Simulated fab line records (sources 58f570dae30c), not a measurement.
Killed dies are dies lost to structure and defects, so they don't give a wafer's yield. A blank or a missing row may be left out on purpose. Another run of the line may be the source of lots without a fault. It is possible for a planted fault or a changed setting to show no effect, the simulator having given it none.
Comparing a struck lot with a sound one -- flow berkeleyCmos170 -- 16 out of 331 route steps
Sound: these wafers, L800.1, L800.2, L800.4. Struck: wafers L806.1, L806.3, L806.6. The cause is named last.
For every step that has rows: the tool of each side, followed by ch and its chambers, followed by its first start. Under that, the readings that differ: sound wafers -- struck wafers -- difference of the means -- sigmas: that difference in standard deviations of wafers without a fault.
alike: readings with means less than 2 such deviations apart, plus words and numbers identical on both sides. not compared: withheld readings, readings lacking a value on some wafer, bounds such as >300 that could conceal the same value, and numbers that have no deviation in the record and whose values overlap.
Wherever a step has rows on one side only, a row that says differs or no value, or a row with sigmas, the two part there. When numbers do not overlap yet have no deviation, they are printed without sigmas and do not part them. Lack of a reading on every wafer of one side parts them only where that side has two or more wafers.

first, 1 step without rows for these wafers: UCB170_M2_SOFTBAKE_06 (time 60 s).
UCB170_M2_STRIP_07: strips in O2.
  sound on plasmaAsher-01 ch 0,1, day 9 23:20; struck on plasmaAsher-02 ch 0,1, day 11 19:31
reading,sound,struck,difference,sigmas
stripTimeToEndpointS (s),22.07 22.12 22.13,21.94 21.90 21.87,-0.20,-3
  alike: drypumpMotorCurrentA, oesProductAu
  not compared: rfHoursCounterH
then, 7 steps without rows for these wafers: UCB170_M2_STRIP_08 (strips KrF in DMSO, time 600 s); UCB170_M2_COAT_09; UCB170_M2_COAT_10 (resist thk 900 nm); UCB170_M2_SOFTBAKE_11 (time 60 s); UCB170_M2_EXPOSE_12 (exposes mask METAL2, target cd 700 nm); UCB170_M2_PEB_13; UCB170_M2_DEVELOP_14 (develop time 45 s).
UCB170_M2_CD_MEAS_15: the cd target is 700 nm.
  sound on cdSem-02, day 10 01:07; struck on cdSem-02, day 11 22:40
  alike: cdNm
UCB170_M2_OVL_MEAS_16:
  sound on overlay-01, day 10 01:14; struck on overlay-02, day 11 22:47
  alike: M2_OVL
UCB170_M2_ETCH_17: etches BARC in N2/H2.
  sound on rieDiel-01 ch 0,2,3, day 10 01:16; struck on rieDiel-01 ch 1,2,3, day 11 22:49
  alike: drypumpMotorCurrentA, oesProductAu, throttleValvePct
UCB170_M2_METAL_ETCH_18: etches Al in Cl2/BCl3, stops on SiO2, target depth 1170 nm, time 195 s.
  sound on rieMetal-04 ch 0,1, day 10 01:19; struck on rieMetal-03 ch 0, day 11 22:52
reading,sound,struck,difference,sigmas
oesProductAu (a.u.),0.847 0.881 0.874,0.815 0.820 0.828,-0.046,-3
runLengthS (s),223.6 222.8 223.1,246.9 246.4 246.5,+23.4,+20
model.KrF_of_M2_COAT_10.thkNm (nm),200.5 218.3 214.5,134.5 129.1 130.6,-79.7,
model.SiO2_of_V1_CVD_00.thkNm (nm),936.5 936.8 936.6,930.4 929.2 929.3,-7.0,
model.M2.cdNm (nm),703 701.4 701.6,698.8 694.6 696.3,-5.4,
  alike: drypumpMotorCurrentA, heBacksideLeakSccm, throttleValvePct
  not compared: rfHoursCounterH
UCB170_M2_STRIP_19: strips in O2.
  sound on plasmaAsher-02 ch 0,1, day 10 01:30; struck on plasmaAsher-01 ch 0, day 11 23:03
reading,sound,struck,difference,sigmas
drypumpMotorCurrentA (A),5.89 6.11 6.11,5.24 5.24 5.22,-0.80,-3
oesProductAu (a.u.),0.534 0.547 0.549,0.468 0.456 0.464,-0.081,-7
  not compared: rfHoursCounterH
UCB170_M2_CD_MEAS_90: the cd target is 700 nm.
  sound on cdSem-02, day 10 01:58; struck on cdSem-01, day 11 23:09
  alike: cdNm
then, 1 step without rows for these wafers: UCB170_M3_PROBE_99.

== WHERE THEY PART ==
Last at UCB170_M2_STRIP_19 as far as this record goes, first at UCB170_M2_STRIP_07. Later steps at which nothing parts them and some readings are alike: UCB170_M2_CD_MEAS_90.

WHY: what had been put in by the simulator
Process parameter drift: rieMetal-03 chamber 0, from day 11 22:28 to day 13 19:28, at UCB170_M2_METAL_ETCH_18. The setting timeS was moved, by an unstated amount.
